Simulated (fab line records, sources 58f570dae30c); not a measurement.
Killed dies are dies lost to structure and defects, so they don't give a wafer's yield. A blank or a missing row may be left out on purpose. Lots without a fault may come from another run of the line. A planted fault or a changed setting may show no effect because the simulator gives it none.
Which tool did it? | flow berkeley_cmos170 | 6 lots, 18 wafers sampled, at 2 steps of a route of 331

WHAT THE GAUGES READ, wafer by wafer
UCB170_M1_CD_MEAS_90: target cd 700 nm.
lot  | measured     | on        | cd_nm (nm)
L405 | day 8 18:29  | cd_sem-02 | 697.4 697.7 700.5
L409 | day 8 21:53  | cd_sem-02 | 700.6 699.2 698.0
L419 | day 10 16:06 | cd_sem-01 | 696.1 698.2 697.2
L415 | day 10 22:10 | cd_sem-02 | 703.6 705.0 699.8
L423 | day 11 17:31 | cd_sem-02 | 700.2 700.0 699.9
L422 | day 12 00:37 | cd_sem-02 | 699.0 699.7 701.3

WHICH TOOL RAN EACH LOT (tool, then ch and the chambers of the sampled wafers, then the start)
lot  | UCB170_M1_METAL_ETCH_12
L405 | rie_metal-03 ch 0,1, day 8 18:16
L409 | rie_metal-04 ch 0,1, day 8 21:38
L419 | rie_metal-04 ch 0,1, day 10 15:49
L415 | rie_metal-03 ch 0,1, day 10 21:55
L423 | rie_metal-01 ch 0,1, day 11 17:12
L422 | rie_metal-04 ch 0,1, day 12 00:23
- UCB170_M1_METAL_ETCH_12: etches Al in Cl2/BCl3, stops on PSG, target depth 780 nm, time 130 s.

THE ANSWER, worked out from the rows above alone
Rule: what is usual is taken from the lots themselves. Put in order of their means at a reading, lots are off if they are a third of the lots or fewer, leave a main group of 4 or more, and stand apart from it by a gap of 3 or more times the standard deviation of the main group's means; of several such gaps the widest counts. A main group whose means are all the same, to the digits that the tables above print for the reading, isn't used. A lot without any number at a reading at which 4 lots or more have one is off too. The other lots that the step has rows for count as sound.
No lot is off at any reading shown: from this, nothing can be told.

WHAT THE SIMULATOR HAD PUT IN
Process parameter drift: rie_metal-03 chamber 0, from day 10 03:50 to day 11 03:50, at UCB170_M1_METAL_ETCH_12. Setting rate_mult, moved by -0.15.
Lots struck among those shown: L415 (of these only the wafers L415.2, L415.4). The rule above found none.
